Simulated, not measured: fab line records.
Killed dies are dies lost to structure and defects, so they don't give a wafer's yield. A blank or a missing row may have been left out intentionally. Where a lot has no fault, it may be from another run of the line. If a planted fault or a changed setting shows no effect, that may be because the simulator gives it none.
Split-lot trial ; flow berkeley_cmos170 ; on a route of 331 steps: 5 lots, 23 wafers read

== ABOUT THE SPLIT ==
At UCB170_START_OXIDATION_02 (target thk 20 nm, ox time 1800 s), the setting temp_c was moved away from the recipe's 950 C on 10 of the 23 wafers read, by -2.9% to -1.2%. For the rest of the wafers, this setting stayed at what the recipe calls for.

Between the split and the reading, the file records no step.

== THE READING ==
START_OXIDE_THK at UCB170_START_THK_MEAS_03, in nm. On this fab line, fault-free wafers typically give 19.9 nm with a standard deviation of 0.33 nm.

wafer;tool, chamber at the split;temp_c as run, C;against the recipe;START_OXIDE_THK, nm;against lot-mates on the recipe
L075.4;furnace-04, 0;950;recipe;19.4;-
L075.5;furnace-04, 0;950;recipe;19.4;-
L075.6;furnace-04, 0;950;recipe;19.6;-
L076.1;-, -;950;recipe;20.2;-
L076.2;-, -;950;recipe;20.3;-
L076.3;-, -;950;recipe;20.2;-
L076.4;-, -;950;recipe;20.5;-
L076.6;-, -;950;recipe;20.1;-
L079.1;-, -;950;recipe;20.4;-
L079.2;-, -;950;recipe;20.2;-
L079.3;-, -;950;recipe;20.3;-
L079.5;-, -;950;recipe;20.6;-
L079.6;-, -;950;recipe;20.1;-
L083.1;-, -;938.3;-1.2%;17.3;no lot-mate on the recipe
L083.2;-, -;938.3;-1.2%;17.5;no lot-mate on the recipe
L083.3;-, -;938.3;-1.2%;17.1;no lot-mate on the recipe
L083.5;-, -;938.3;-1.2%;17.3;no lot-mate on the recipe
L083.6;-, -;938.3;-1.2%;17.1;no lot-mate on the recipe
L085.1;-, -;922;-2.9%;14.2;no lot-mate on the recipe
L085.2;-, -;922;-2.9%;14.5;no lot-mate on the recipe
L085.3;-, -;922;-2.9%;14.3;no lot-mate on the recipe
L085.4;-, -;922;-2.9%;14.4;no lot-mate on the recipe
L085.6;-, -;922;-2.9%;14.4;no lot-mate on the recipe

FIT RESULTS
A straight line over all 23 wafers: START_OXIDE_THK changes by +1.97 nm for each +1% of temp_c; r = +0.99; the points scatter about the line by 0.36 nm.
Too few moved wafers have a lot-mate on the recipe to fit a line with each lot's own level taken away.

== THE WHOLE CHAIN: every reading that the file lists as answering this split, in the file's order ==
step;what it does;reading;change (the file's fit);r (the file's)
UCB170_START_OXIDATION_02;target thk 20 nm, ox time 1800 s;SiO2_of_START_OXIDATION_02.thk_nm (the simulator's own value, which no gauge read);+1.97 nm for each +1% of the setting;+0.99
UCB170_START_THK_MEAS_03;;START_OXIDE_THK;+1.97 for each +1% of the setting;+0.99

== FILE'S OWN FIT ==
START_OXIDE_THK changes by +1.97 nm for each +1% of temp_c, r = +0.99.
